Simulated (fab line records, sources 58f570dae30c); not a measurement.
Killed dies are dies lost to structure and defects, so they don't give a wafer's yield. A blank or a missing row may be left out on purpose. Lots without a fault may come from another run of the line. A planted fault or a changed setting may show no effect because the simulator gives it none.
A struck lot beside a sound one | flow berkeley_cmos170 | 15 steps out of a route of 331
Sound: wafers L712.4, L712.5, L712.6. Struck: wafer L710.3. (L710.4, L710.5 of the same lot were not struck and are left out.) The cause comes at the end.
At each step with rows: each side's tool, then ch and its chambers, then its first start. Under that, the readings that differ: sound wafers | struck wafers | difference of the means | sigmas: that difference in standard deviations of wafers without a fault.
alike: readings whose means differ by less than 2 such deviations, and words and numbers that are the same on both sides. not compared: withheld readings, readings that some wafer has no value for, bounds like >300 that may hide the same value, and numbers for which the record gives no deviation and whose values overlap.
The two part at a step that has a row with sigmas, a row that says differs or no value, or rows on one side only. Numbers that don't overlap but have no deviation are shown without sigmas and don't part them. A reading that every wafer of one side lacks parts them only if that side has two wafers or more.

UCB170_CONTACT_STRIP_06: strips in O2.
  sound on plasma_asher-01 ch 0,1, day 9 14:13; struck on plasma_asher-02 ch 0, day 9 16:14
  alike: drypump_motor_current_A, oes_product_au, strip_time_to_endpoint_s
  not compared: rf_hours_counter_h
then, 1 step without rows for these wafers: UCB170_CONTACT_CLEAN_07 (cleans in SPM, time 600 s).
UCB170_CONTACT_RTA_08: time 10 s.
  sound on rtp_anneal-01 ch 0, day 9 14:29; struck on rtp_anneal-01 ch 0, day 9 16:30
  alike: anneal_temp_c_max, lamp_power_pct, wafer_temp_C_max
then, 6 steps without rows for these wafers: UCB170_CONTACT_COAT_09; UCB170_CONTACT_COAT_10 (resist thk 900 nm); UCB170_CONTACT_SOFTBAKE_11 (time 60 s); UCB170_CONTACT_EXPOSE_12 (exposes mask CONT, target cd 700 nm); UCB170_CONTACT_PEB_13; UCB170_CONTACT_DEVELOP_14 (develop time 45 s).
UCB170_CONTACT_CD_MEAS_15: target cd 700 nm.
  sound on cd_sem-02, day 9 15:32; struck on cd_sem-01, day 9 18:34
  alike: cd_nm
UCB170_CONTACT_OVL_MEAS_16:
  sound on overlay-02, day 9 15:37; struck on overlay-01, day 9 18:39
  alike: CONTACT_OVL
UCB170_CONTACT_ETCH_17: etches BARC in N2/H2.
  sound on rie_diel-02 ch 2,3, day 9 15:38; struck on rie_diel-02 ch 1, day 9 18:41
  reading               | sound             | struck | difference | sigmas
  oes_product_au (a.u.) | 0.970 0.978 0.978 | 1.048  | +0.073     | +3
  alike: drypump_motor_current_A, throttle_valve_pct
UCB170_CONTACT_ETCH_18: etches PSG in CHF3/CF4/Ar, stops on TiSi2, target depth 840 nm, time 195 s.
  sound on rie_diel-02 ch 2,3, day 9 15:00; struck on rie_diel-02 ch 1, day 9 18:00
  reading                                  | sound             | struck | difference | sigmas
  oes_product_au (a.u.)                    | 0.895 0.898 0.887 | 0.786  | -0.107     | -9
  model.etch.depth_nm (nm)                 | 693.7 694.6 691.7 | 530.5  | -162.8     |
  model.CONTACT.feature_depth_nm (nm)      | 693.7 694.6 691.7 | 530.5  | -162.8     |
  model.KrF_of_CONTACT_COAT_10.thk_nm (nm) | 701.2 696.9 691.2 | 756.8  | +60.4      |
  alike: cf4_flow_sccm, drypump_motor_current_A, throttle_valve_pct
  not compared: rf_hours_counter_h
UCB170_CONTACT_STRIP_19: strips in O2.
  sound on plasma_asher-04 ch 0,1, day 9 15:50; struck on plasma_asher-04 ch 1, day 9 18:53
  alike: drypump_motor_current_A, oes_product_au
  not compared: rf_hours_counter_h
UCB170_M3_PROBE_99:
  the record has rows for the struck wafers here (prober-02, day 10 11:27) and none for the sound ones

WHERE THEY PART
First at UCB170_CONTACT_ETCH_17; last, within this record, at UCB170_M3_PROBE_99.

WHY: what the simulator had put in
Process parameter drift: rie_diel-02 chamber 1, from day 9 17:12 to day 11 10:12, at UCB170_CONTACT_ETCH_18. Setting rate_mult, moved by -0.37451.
